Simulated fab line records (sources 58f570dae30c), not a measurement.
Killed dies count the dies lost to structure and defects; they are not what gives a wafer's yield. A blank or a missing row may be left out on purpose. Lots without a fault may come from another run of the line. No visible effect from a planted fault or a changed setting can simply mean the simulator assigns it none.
Which tool did it? -- flow berkeley_cmos170 -- 15 lots, 45 wafers sampled, at 2 steps of a route of 331

== WHAT THE GAUGES SHOWED, per wafer ==
UCB170_SCREENOX_THK_MEAS_02.
lot,measured,on,SCREENOX_OXIDE_THK (nm)
L846,day 6 13:04,film_metro-03,13.96 14.34 14.03
L847,day 6 13:04,film_metro-01,13.77 14.08 14.26
L845,day 6 13:05,film_metro-02,13.80 14.01 13.54
L848,day 6 13:07,film_metro-03,14.79 14.75 14.77
L851,day 7 19:56,film_metro-03,14.02 13.97 13.88
L849,day 7 19:56,film_metro-01,14.49 14.24 14.24
L855,day 8 14:24,film_metro-02,14.74 14.47 14.50
L856,day 8 14:24,film_metro-03,14.84 14.49 14.59
L859,day 9 09:01,film_metro-01,14.35 14.26 14.29
L858,day 9 09:02,film_metro-02,14.70 14.68 14.71
L860,day 9 17:26,film_metro-03,14.31 14.55 14.35
L861,day 9 17:27,film_metro-02,14.26 14.15 14.00
L863,day 10 03:53,film_metro-03,14.63 14.59 14.52
L865,day 10 22:14,film_metro-02,14.49 14.38 14.29
L864,day 10 22:19,film_metro-01,14.00 13.99 14.06

UCB170_NVT_TW_MEAS_09.
lot,measured,on,NVT_TW
L846,day 6 20:43,film_metro-02,518 521 519
L847,day 6 20:00,film_metro-02,517 517 519
L845,day 6 20:30,film_metro-04,528 534 528
L848,day 6 20:49,film_metro-01,527 529 528
L851,day 8 04:00,film_metro-01,526 528 523
L849,day 8 03:43,film_metro-04,528 529 530
L855,day 8 23:57,film_metro-02,520 516 518
L856,day 8 23:43,film_metro-01,525 527 525
L859,day 9 17:07,film_metro-02,519 519 519
L858,day 9 17:25,film_metro-01,527 524 525
L860,day 9 21:59,film_metro-01,523 527 524
L861,day 9 22:17,film_metro-04,532 531 530
L863,day 10 12:25,film_metro-02,519 523 521
L865,day 11 05:08,film_metro-04,526 526 527
L864,day 11 05:55,film_metro-02,523 520 521

== EACH LOT AND THE TOOL THAT RAN IT (in order: tool; ch and the chambers of the sampled wafers; start) ==
There is no process step in the record ahead of these readings.

== AS READ BY THE TOOLS THEMSELVES (means over the sampled wafers that have a number; for cases with no such wafer, the mark the record gives instead) ==
The record holds no such reading with a usual standard deviation.

== THE ANSWER, worked out from the rows above alone ==
Rule: the lots themselves supply what counts as usual. Put in order of their means at a reading, lots are off if they are a third of the lots or fewer, leave a main group of 4 or more, and stand apart from it by a gap of 3 or more times the standard deviation of the main group's means; of several such gaps the widest counts. The tables above print the reading to a certain number of digits; a main group whose means all agree to those digits is not used. Also off: a lot with no number at a reading for which 4 or more lots have one. All remaining lots with rows at the step are treated as sound. First the gauges in route order, then the tools' own readings, where a lot's mean is used as printed above. At the first step where some lot is off, the reading lying furthest off is the one used; lots without a number count as furthest.
No lot is off on any of the readings shown, so nothing can be concluded from this.

== WHAT HAD BEEN PUT IN BY THE SIMULATOR ==
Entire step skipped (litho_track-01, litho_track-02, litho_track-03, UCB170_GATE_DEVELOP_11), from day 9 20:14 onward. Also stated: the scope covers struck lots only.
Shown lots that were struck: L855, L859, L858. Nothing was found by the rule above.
